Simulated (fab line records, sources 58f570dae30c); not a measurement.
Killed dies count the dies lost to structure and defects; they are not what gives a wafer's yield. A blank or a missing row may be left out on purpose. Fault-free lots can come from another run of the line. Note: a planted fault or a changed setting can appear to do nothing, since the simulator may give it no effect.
Shared-tool check || flow berkeley-cmos170 || 45 wafers sampled across 15 lots

## REASON FOR OPENING
At UCB170_M2_CD_MEAS_15 the reading cd-nm is flagged on 3 of 15 lots. Fault-free wafers read 699.9 nm, with a standard deviation of 1.6.
Rule: a lot is flagged when every wafer of it that has a number lies more than 4 standard deviations from that mean, or none has a number. The other lots count as sound.

{"lot": "L442", "measured": "day 6 20:26", "on": "cd-sem-01", "cd-nm (nm), wafer by wafer": "703.7 702.2 702.3", "flag": ""}
{"lot": "L444", "measured": "day 8 01:39", "on": "cd-sem-02", "cd-nm (nm), wafer by wafer": "701.7 701.8 702.6", "flag": ""}
{"lot": "L446", "measured": "day 8 01:57", "on": "cd-sem-02", "cd-nm (nm), wafer by wafer": "700.3 701.3 700.5", "flag": ""}
{"lot": "L445", "measured": "day 8 02:17", "on": "cd-sem-02", "cd-nm (nm), wafer by wafer": "698.7 697.4 699.2", "flag": ""}
{"lot": "L448", "measured": "day 8 21:38", "on": "cd-sem-01", "cd-nm (nm), wafer by wafer": "702.6 704.2 704.1", "flag": ""}
{"lot": "L449", "measured": "day 9 08:18", "on": "cd-sem-02", "cd-nm (nm), wafer by wafer": "701.3 699.8 701.1", "flag": ""}
{"lot": "L450", "measured": "day 9 08:59", "on": "cd-sem-01", "cd-nm (nm), wafer by wafer": "699.0 699.2 698.8", "flag": ""}
{"lot": "L453", "measured": "day 10 02:02", "on": "cd-sem-01", "cd-nm (nm), wafer by wafer": "698.2 697.2 697.9", "flag": ""}
{"lot": "L454", "measured": "day 10 12:38", "on": "cd-sem-01", "cd-nm (nm), wafer by wafer": "698.5 697.7 697.0", "flag": ""}
{"lot": "L457", "measured": "day 10 13:27", "on": "cd-sem-01", "cd-nm (nm), wafer by wafer": "698.9 700.5 699.6", "flag": ""}
{"lot": "L456", "measured": "day 10 14:17", "on": "cd-sem-02", "cd-nm (nm), wafer by wafer": "698.2 697.2 697.5", "flag": ""}
{"lot": "L455", "measured": "day 10 14:34", "on": "cd-sem-01", "cd-nm (nm), wafer by wafer": "700.3 699.5 701.2", "flag": ""}
{"lot": "L461", "measured": "day 11 13:54", "on": "cd-sem-01", "cd-nm (nm), wafer by wafer": "677.6 676.0 677.9", "flag": "FLAGGED"}
{"lot": "L464", "measured": "day 11 22:51", "on": "cd-sem-01", "cd-nm (nm), wafer by wafer": "681.0 681.6 681.5", "flag": "FLAGGED"}
{"lot": "L463", "measured": "day 12 01:20", "on": "cd-sem-02", "cd-nm (nm), wafer by wafer": "687.1 685.2 685.7", "flag": "FLAGGED"}
Average over the flagged lots: 681.5 nm; offset from the usual -18.4 nm, equal to -11 standard deviations.

## WHICH TOOL EACH LOT WENT THROUGH
The record holds 1 process step before the reading, out of a route of 331 steps. Every cell lists first the tool, next ch and the chambers used by the sampled wafers, and last the start.
{"lot": "L442", "flag": "", "UCB170_M2_SOFTBAKE_11": "litho-track-02 ch 0, day 6 19:00"}
{"lot": "L444", "flag": "", "UCB170_M2_SOFTBAKE_11": "litho-track-02 ch 0, day 8 00:00"}
{"lot": "L446", "flag": "", "UCB170_M2_SOFTBAKE_11": "litho-track-01 ch 0, day 8 01:00"}
{"lot": "L445", "flag": "", "UCB170_M2_SOFTBAKE_11": "litho-track-03 ch 0, day 8 01:00"}
{"lot": "L448", "flag": "", "UCB170_M2_SOFTBAKE_11": "litho-track-01 ch 0, day 8 20:00"}
{"lot": "L449", "flag": "", "UCB170_M2_SOFTBAKE_11": "litho-track-01 ch 0, day 9 07:00"}
{"lot": "L450", "flag": "", "UCB170_M2_SOFTBAKE_11": "litho-track-01 ch 0, day 9 08:00"}
{"lot": "L453", "flag": "", "UCB170_M2_SOFTBAKE_11": "litho-track-02 ch 0, day 10 00:00"}
{"lot": "L454", "flag": "", "UCB170_M2_SOFTBAKE_11": "litho-track-03 ch 0, day 10 11:00"}
{"lot": "L457", "flag": "", "UCB170_M2_SOFTBAKE_11": "litho-track-03 ch 0, day 10 12:00"}
{"lot": "L456", "flag": "", "UCB170_M2_SOFTBAKE_11": "litho-track-02 ch 0, day 10 13:00"}
{"lot": "L455", "flag": "", "UCB170_M2_SOFTBAKE_11": "litho-track-03 ch 0, day 10 13:00"}
{"lot": "L461", "flag": "FLAGGED", "UCB170_M2_SOFTBAKE_11": "litho-track-01 ch 0, day 11 13:00"}
{"lot": "L464", "flag": "FLAGGED", "UCB170_M2_SOFTBAKE_11": "litho-track-01 ch 0, day 11 21:00"}
{"lot": "L463", "flag": "FLAGGED", "UCB170_M2_SOFTBAKE_11": "litho-track-01 ch 0, day 12 00:00"}
What the steps here do:
- UCB170_M2_SOFTBAKE_11: time 60 s.
- UCB170_M2_CD_MEAS_15: target cd 700 nm.

## FLAGGED OVER TOTAL, TOOL BY TOOL (the gauges that took the reading come last)
{"step": "UCB170_M2_SOFTBAKE_11", "tool": "litho-track-01", "lots run": 7, "flagged": 3, "share of the flagged lots": "all", "sound lots run after its first flagged lot": 0}
{"step": "UCB170_M2_SOFTBAKE_11", "tool": "litho-track-02", "lots run": 4, "flagged": 0, "share of the flagged lots": "none", "sound lots run after its first flagged lot": "-"}
{"step": "UCB170_M2_SOFTBAKE_11", "tool": "litho-track-03", "lots run": 4, "flagged": 0, "share of the flagged lots": "none", "sound lots run after its first flagged lot": "-"}
{"step": "UCB170_M2_CD_MEAS_15", "tool": "cd-sem-01", "lots run": 9, "flagged": 2, "share of the flagged lots": "some", "sound lots run after its first flagged lot": 0}
{"step": "UCB170_M2_CD_MEAS_15", "tool": "cd-sem-02", "lots run": 6, "flagged": 1, "share of the flagged lots": "some", "sound lots run after its first flagged lot": 0}

## WHAT THE TABLE PERMITS
1 row of the table ran every flagged lot: litho-track-01 at UCB170_M2_SOFTBAKE_11.
- litho-track-01 at UCB170_M2_SOFTBAKE_11: 3 of its 7 lots flagged. It ran its last sound lot, L450, at day 9 08:00 and its first flagged lot, L461, at day 11 13:00: a fault with its onset between the two fits. Its own readings (heater-power-total-W, plate-temp-C) fall more than 4 standard deviations out on all wafers of the flagged lots.
One tool is left: litho-track-01 at UCB170_M2_SOFTBAKE_11.

## WHAT WAS PUT IN BY THE SIMULATOR
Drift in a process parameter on litho-track-01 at UCB170_M2_SOFTBAKE_11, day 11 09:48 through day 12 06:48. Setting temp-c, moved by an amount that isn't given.
Shown lots that were struck: L461, L464, L463. The rule given above showed the same thing.
